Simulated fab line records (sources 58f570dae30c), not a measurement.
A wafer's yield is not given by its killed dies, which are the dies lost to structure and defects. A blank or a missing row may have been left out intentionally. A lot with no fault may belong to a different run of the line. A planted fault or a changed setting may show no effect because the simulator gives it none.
Split-lot experiment	flow berkeley_cmos170	on a route of 331 steps: 5 lots, 23 wafers read

THE SPLIT
At UCB170_NLDD_PEB_04, the setting peb_temp_c was moved away from the recipe's 130 C on 6 of the 23 wafers read, by -2.5% to -1.2%. For the rest of the wafers, this setting stayed at what the recipe calls for.

THE PATH FROM SPLIT TO READING: the file shows 1 step between them
- UCB170_NLDD_DEVELOP_05: develop time 45 s

THE READING
cd_nm, in nm, at UCB170_NLDD_CD_MEAS_06 (target cd 1200 nm). Typical for fault-free wafers on this fab line: 1200.0 nm, with standard deviation 1.4 nm.

wafer	tool, chamber at the split	peb_temp_c as run, C	against the recipe	cd_nm, nm	against lot-mates on the recipe
L074.1	litho_track-02, 0	130	recipe	1201.1	-
L074.2	litho_track-02, 0	130	recipe	1200.5	-
L074.3	litho_track-02, 0	130	recipe	1202.3	-
L074.4	litho_track-02, 0	127.3	-2.1%	1181.1	-20.2
L074.5	litho_track-02, 0	127.3	-2.1%	1181.6	-19.7
L078.1	litho_track-02, 0	130	recipe	1200.0	-
L078.2	litho_track-02, 0	130	recipe	1199.6	-
L078.6	litho_track-02, 0	130	recipe	1199.3	-
L082.2	litho_track-04, 0	130	recipe	1197.7	-
L082.3	litho_track-04, 0	130	recipe	1197.5	-
L082.4	litho_track-04, 0	130	recipe	1197.1	-
L082.5	litho_track-04, 0	130	recipe	1197.2	-
L082.6	litho_track-04, 0	130	recipe	1198.0	-
L083.1	litho_track-03, 0	128.5	-1.2%	1191.0	-11.2
L083.2	litho_track-03, 0	130	recipe	1202.0	-
L083.4	litho_track-03, 0	130	recipe	1202.4	-
L083.5	litho_track-03, 0	130	recipe	1202.3	-
L083.6	litho_track-03, 0	128.5	-1.2%	1191.5	-10.7
L080.1	litho_track-03, 0	130	recipe	1199.5	-
L080.2	litho_track-03, 0	130	recipe	1199.9	-
L080.3	litho_track-03, 0	130	recipe	1200.1	-
L080.4	litho_track-03, 0	126.8	-2.5%	1176.0	-23.8
L080.6	litho_track-03, 0	126.8	-2.5%	1173.6	-26.2

FIT RESULTS
A straight line over all 23 wafers: cd_nm changes by +9.45 nm for each +1% of peb_temp_c; r = +0.98; the points scatter about the line by 1.9 nm.
The same after taking each lot's own level away (the mean of its wafers on the recipe; 23 wafers): +9.91 nm for each +1%; r = +1.00; scatter 0.61 nm.
That fit puts the effect of the largest move of peb_temp_c on the reading at 24 nm.
Measured against the standard deviation above, the lots' own levels, which go from 1197.50 to 1202.23 nm, span 3.4 times it.
So the lot-to-lot level changes the slope little: the two slopes agree.
Check: for one of the wafers moved furthest among these (-2.5%), held out of the fit, the line's prediction against its lot-mates is -24.5 nm. Against them it came out at -23.8 nm.

OTHER SPLITS ON THESE WAFERS
Before the reading, these wafers also passed through other splits. Each is held against what the fit with the lots' levels taken away leaves over:
other split on the same wafers	wafers away from the commonest value	r with cd_nm (lot level and that fit taken away)
UCB170_ZERO_COAT_01 resist_thk_nm	7	-0.01
UCB170_ZERO_DEVELOP_05 dev_temp_c	11	-0.11
UCB170_NVT_IMPLANT_07 energy_kev	11	-0.46
UCB170_GATE_ETCH_15 time_s	9	+0.16

FILE'S OWN FIT
cd_nm changes by +9.9 nm for each +1% of peb_temp_c, r = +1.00.
